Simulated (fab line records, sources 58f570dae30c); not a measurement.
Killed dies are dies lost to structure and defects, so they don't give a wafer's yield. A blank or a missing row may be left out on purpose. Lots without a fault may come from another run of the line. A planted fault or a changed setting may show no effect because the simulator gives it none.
fab line records | flow berkeley_cmos170
record lots=5 wafers=23
route steps=331 shown V1@268 V2@299 M3@319
start_h: hours from the record's first day to the start of the lot's first wafer shown | wait_h: hours since the lot's step before | " the same as in the row above | L1.1+2: a row that stands for several wafers | - no value, or no start given | * or withheld: withheld | < > ~ a bound
route shown NAME@n: a module of which the file shows steps, and the number in the route of the first | usual: mean/standard deviation of fault-free wafers | same: alike in all rows | chamber/n: place in a boat | sites: the reading at each site | _std_site: their standard deviation | _edge_site: outer sites' mean less inner sites' | radius_mm: how far each site lies from the wafer's centre | mask NAME#n: copy n | behind: the tool/chamber that last shaped the wafer | hold: why the lot was held/for how many hours/how that ended | device: the transistor (n, p or np) that didn't switch | end of line: the same wafers' tests at the end of the route | a step without rows: its recipe alone | killed: dies lost to structure and defects at the first sort, not the wafer's yield | map: a wafer's dies, x killed, . not, _ none there
set.NAME: the setting as run; set.NAME@STEP: as run at that earlier step | model.NAME: the simulator's own value behind a step, which no gauge read
lots whose settings were changed on purpose; a table a step, a row a wafer
## steps
# step UCB170_V1_ETCH_14
# recipe chemistry=CHF3/CF4/Ar target=SiO2 stop_on=Al CHF3_flow_sccm=45 cf4_flow_sccm=15 Ar_flow_sccm=150 pressure_mtorr=200 rf_w=700 target_depth_a=12500 over_etch_frac=0.25 time_s=291
# columns lot.wafer tool chamber start_h wait_h set.time_s model.KrF_of_V1_COAT_07.thk_nm
L074.1 rie_diel-02 3 183.99 0.0 309.6 588.8
L074.2 " 1 " " 309.6 593.5
L074.3 " 0 " " 291 611.2
L074.5 " 2 " " 309.6 592.1
L074.6 " 3 " " 291 605.1
L079.1 rie_diel-04 2 207.04 0.0 291 600
L079.3 " 3 " " 291 606.2
L079.4 " 0 " " 291 611.6
L079.5 " 3 " " 291 605.1
L079.6 " 0 " " 291 614.3
L078.4 rie_diel-03 1 208.49 0.0 291 617.3
L078.5 " 3 " " 291 608
L078.6 " 0 " " 291 618.1
L083.1 rie_diel-02 1 226.78 0.0 291 609.2
L083.3 " 3 " " 312.9 579.9
L083.4 " 2 " " 291 607.4
L083.5 " 0 " " 312.9 584.8
L083.6 " 1 " " 291 608
L085.2 rie_diel-03 2 238.30 0.0 291 604.4
L085.3 " 0 " " 291 609.2
L085.4 " 3 " " 262.6 635.5
L085.5 " 0 " " 291 612.3
L085.6 " 1 " " 262.6 635.1
# step UCB170_V1_STRIP_15
# recipe chemistry=O2 power_w=400 pressure_mtorr=3500 platen_temp_c=withheld o2_flow_sccm=400 overash_fraction=0.5
# usual strip_time_to_endpoint_s=15.33/0.1
# columns lot.wafer tool chamber start_h wait_h set.time_s@V1_ETCH_14 strip_time_to_endpoint_s
L074.1 plasma_asher-02 1 184.17 0.1 309.6 14.82
L074.2 " 0 " " 309.6 14.91
L074.3 " 1 " " 291 15.33
L074.5 " 1 " " 309.6 14.89
L074.6 " 0 " " 291 15.21
L079.1 plasma_asher-04 1 207.21 0.1 291 15.08
L079.3 " 0 " " 291 15.21
L079.4 " 1 " " 291 15.35
L079.5 " 0 " " 291 15.18
L079.6 " 1 " " 291 15.41
L078.4 plasma_asher-02 1 208.71 0.1 291 15.47
L078.5 " 1 " " 291 15.25
L078.6 " 0 " " 291 15.48
L083.1 plasma_asher-04 0 226.96 0.1 291 15.28
L083.3 " 1 " " 312.9 14.60
L083.4 " 0 " " 291 15.25
L083.5 " 0 " " 312.9 14.73
L083.6 " 1 " " 291 15.26
L085.2 plasma_asher-03 0 238.48 0.1 291 15.18
L085.3 " 1 " " 291 15.28
L085.4 " 0 " " 262.6 15.84
L085.5 " 0 " " 291 15.35
L085.6 " 1 " " 262.6 15.85
# step UCB170_V2_COAT_07
# recipe resist=KrF spin_rpm=1500 resist_thk_nm=900
# columns lot.wafer tool chamber start_h wait_h set.resist_thk_nm model.KrF_of_V2_COAT_07.thk_nm
L074.1 litho_track-01 0 188.69 0.1 870.6 870.7
L074.2 " 0 " " 900 901.5
L074.3 " 0 " " 870.6 871.1
L074.5 " 0 " " 900 900.1
L074.6 " 0 " " 870.6 870.2
L079.1 litho_track-01 0 212.20 0.1 900 901.4
L079.3 " 0 " " 886.3 890.6
L079.4 " 0 " " 900 900.7
L079.5 " 0 " " 900 903.3
L079.6 " 0 " " 886.3 888.6
L078.4 litho_track-02 0 213.40 0.1 900 899
L078.5 " 0 " " 900 897.2
L078.6 " 0 " " 900 894.5
L083.1 litho_track-03 0 231.55 0.1 900 902.1
L083.3 " 0 " " 900 899.1
L083.4 " 0 " " 900 900.2
L083.5 " 0 " " 900 903.3
L083.6 " 0 " " 900 899.9
L085.2 litho_track-01 0 242.68 0.1 900 899.7
L085.3 " 0 " " 900 898.1
L085.4 " 0 " " 943 943.6
L085.5 " 0 " " 943 942.4
L085.6 " 0 " " 943 940.9
# step UCB170_V2_DEVELOP_11
# recipe developer=TMAH develop_time_s=45 resist=KrF dev_temp_c=21
# columns lot.wafer tool chamber start_h wait_h set.develop_time_s
L074.1+2+6 litho_track-01 0 - - 42.31
L074.3+5 " 0 " " 45
L079.1+5 litho_track-03 0 - - 45
L079.3+4+6 " 0 " " 50.87
L078.4+5+6 litho_track-01 0 - - 45
L083.1+6 litho_track-02 0 - - 50.58
L083.3+4+5 " 0 " " 45
L085.2+3+4+5+6 litho_track-01 0 - - 45
# step UCB170_V2_ETCH_14
# recipe chemistry=CHF3/CF4/Ar target=SiO2 stop_on=Al CHF3_flow_sccm=45 cf4_flow_sccm=15 Ar_flow_sccm=150 pressure_mtorr=200 rf_w=700 target_depth_a=12500 over_etch_frac=0.25 time_s=291
# columns lot.wafer tool chamber start_h wait_h set.resist_thk_nm@V2_COAT_07 model.KrF_of_V2_COAT_07.thk_nm
L074.1 rie_diel-02 1 189.69 0.0 870.6 584.3
L074.2 " 0 " " 900 612.2
L074.3 " 2 " " 870.6 578.2
L074.5 " 2 " " 900 610.2
L074.6 " 1 " " 870.6 584.9
L079.1 rie_diel-01 0 213.70 0.0 900 611
L079.3 " 2 " " 886.3 602.2
L079.4 " 1 " " 900 616.6
L079.5 " 1 " " 900 619.3
L079.6 " 2 " " 886.3 600.4
L078.4 rie_diel-04 0 215.10 0.0 900 617
L078.5 " 2 " " 900 606.1
L078.6 " 1 " " 900 609.1
L083.1 rie_diel-04 2 233.34 0.0 900 605.6
L083.3 " 1 " " 900 612.6
L083.4 " 0 " " 900 615.2
L083.5 " 0 " " 900 614.5
L083.6 " 3 " " 900 607.5
L085.2 rie_diel-02 3 243.50 0.0 900 607.7
L085.3 " 0 " " 900 605.7
L085.4 " 1 " " 943 654.8
L085.5 " 2 " " 943 652.6
L085.6 " 1 " " 943 651.6
# step UCB170_V2_STRIP_15
# recipe chemistry=O2 power_w=400 pressure_mtorr=3500 platen_temp_c=withheld o2_flow_sccm=400 overash_fraction=0.5
# usual strip_time_to_endpoint_s=15.32/0.11
# columns lot.wafer tool chamber start_h wait_h set.resist_thk_nm@V2_COAT_07 strip_time_to_endpoint_s
L074.1 plasma_asher-03 1 189.87 0.1 870.6 14.71
L074.2 " 0 " " 900 15.37
L074.3 " 0 " " 870.6 14.55
L074.5 " 0 " " 900 15.32
L074.6 " 1 " " 870.6 14.71
L079.1 plasma_asher-01 0 213.88 0.1 900 15.33
L079.3 " 1 " " 886.3 15.13
L079.4 " 0 " " 900 15.47
L079.5 " 0 " " 900 15.55
L079.6 " 1 " " 886.3 15.10
L078.4 plasma_asher-02 0 215.31 0.1 900 15.48
L078.5 " 0 " " 900 15.23
L078.6 " 1 " " 900 15.29
L083.1 plasma_asher-03 1 233.52 0.1 900 15.20
L083.3 " 0 " " 900 15.35
L083.4 " 1 " " 900 15.44
L083.5 " 1 " " 900 15.40
L083.6 " 0 " " 900 15.24
L085.2 plasma_asher-02 0 243.68 0.1 900 15.26
L085.3 " 1 " " 900 15.22
L085.4 " 0 " " 943 16.31
L085.5 " 1 " " 943 16.25
L085.6 " 0 " " 943 16.24
# step UCB170_M3_COAT_10
# recipe resist=KrF spin_rpm=1500 resist_thk_nm=900
# columns lot.wafer tool chamber start_h wait_h set.spin_rpm model.KrF_of_M3_COAT_10.thk_nm
L074.1 litho_track-04 0 - - 1580 875.1
L074.2 " 0 " " 1500 900.3
L074.3 " 0 " " 1500 901
L074.5 " 0 " " 1580 877.3
L074.6 " 0 " " 1500 898.9
L079.1 litho_track-01 0 - - 1500 900.9
L079.3 " 0 " " 1410 928.9
L079.4 " 0 " " 1500 898.9
L079.5 " 0 " " 1410 928
L079.6 " 0 " " 1410 932.6
L078.4 litho_track-02 0 - - 1500 895.1
L078.5 " 0 " " 1500 896.6
L078.6 " 0 " " 1500 897.5
L083.1 litho_track-02 0 - - 1500 901.1
L083.3 " 0 " " 1428 921.7
L083.4 " 0 " " 1428 922.1
L083.5 " 0 " " 1500 899.7
L083.6 " 0 " " 1500 898.6
L085.2 litho_track-04 0 - - 1500 898.2
L085.3 " 0 " " 1500 896.8
L085.4 " 0 " " 1500 895.5
L085.5 " 0 " " 1500 899.8
L085.6 " 0 " " 1500 895
## key
split step=UCB170_V1_ETCH_14 setting=time_s stated=291 by=wafer
response step=UCB170_V1_ETCH_14 reading=model.KrF_of_V1_COAT_07.thk_nm change=-2.91 per=1% r=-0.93
response step=UCB170_V1_STRIP_15 reading=strip_time_to_endpoint_s change=* per=1% r=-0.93
split step=UCB170_V2_COAT_07 setting=resist_thk_nm stated=900 by=wafer
response step=UCB170_V2_COAT_07 reading=model.KrF_of_V2_COAT_07.thk_nm change=+9.05 per=1% r=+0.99
response step=UCB170_V2_ETCH_14 reading=model.KrF_of_V2_COAT_07.thk_nm change=+9.41 per=1% r=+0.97
response step=UCB170_V2_STRIP_15 reading=strip_time_to_endpoint_s change=* per=1% r=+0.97
split step=UCB170_V2_DEVELOP_11 setting=develop_time_s stated=45 by=wafer
response none clear
split step=UCB170_M3_COAT_10 setting=spin_rpm stated=1500 by=wafer
response step=UCB170_M3_COAT_10 reading=model.KrF_of_M3_COAT_10.thk_nm change=-4.72 per=1% r=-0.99
